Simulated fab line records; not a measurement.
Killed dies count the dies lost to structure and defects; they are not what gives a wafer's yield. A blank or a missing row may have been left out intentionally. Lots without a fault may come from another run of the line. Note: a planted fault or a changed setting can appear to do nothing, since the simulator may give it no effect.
A struck lot beside a sound one    flow berkeley-cmos170    5 steps out of a route of 331
Sound: the wafers L229.1, L229.2, L229.3. The struck wafers were L230.2, L230.4, L230.6. Last of all comes the cause.
For every step that has rows: the tool of each side, followed by ch and its chambers, followed by its first start. Under that, the readings that differ: sound wafers    struck wafers    difference of the means    sigmas: that difference in standard deviations of wafers without a fault.
alike: readings whose means differ by less than 2 such deviations, and words and numbers that are the same on both sides. not compared: withheld readings, readings that some wafer has no value for, bounds like >300 that may hide the same value, and numbers for which the record gives no deviation and whose values overlap.
The two part at a step that has a row with sigmas, a row that says differs or no value, or rows on one side only. Non-overlapping numbers with no deviation appear without sigmas and do not part them. A reading missing from all wafers of one side parts the sides only when that side holds two or more wafers.

UCB170_START_BOW_MEAS_00:
  sound: film-metro-03 at day 2 01:00; struck: film-metro-03 at day 2 06:01
  alike: INCOMING_BOW
then, 2 steps without rows for these wafers: UCB170_START_CLEAN_01 (cleans in dHF, time 60 s); UCB170_START_OXIDATION_02 (target thk 20 nm, ox time 1800 s).
UCB170_START_THK_MEAS_03:
  sound: film-metro-02 at day 2 02:59; struck: film-metro-02 at day 2 09:34
reading               sound           struck          difference  sigmas
START_OXIDE_THK (nm)  20.0 19.6 20.0  20.8 21.0 20.8  +1.0        +3
UCB170_START_ANNEAL_04: time 1200 s.
  struck on furnace-01, day 2 10:49; sound on furnace-04 ch 0, day 2 05:29
  no value came back on the struck wafers for spike-tc-centre-C (C), spike-tc-load-C (C); on the sound wafers spike-tc-centre-C (C) reads 948.5 951.1 949.9

== WHERE THEY PART ==
Earliest at UCB170_START_THK_MEAS_03; latest, in this record, at UCB170_START_ANNEAL_04.

WHY: whatever the simulator had introduced
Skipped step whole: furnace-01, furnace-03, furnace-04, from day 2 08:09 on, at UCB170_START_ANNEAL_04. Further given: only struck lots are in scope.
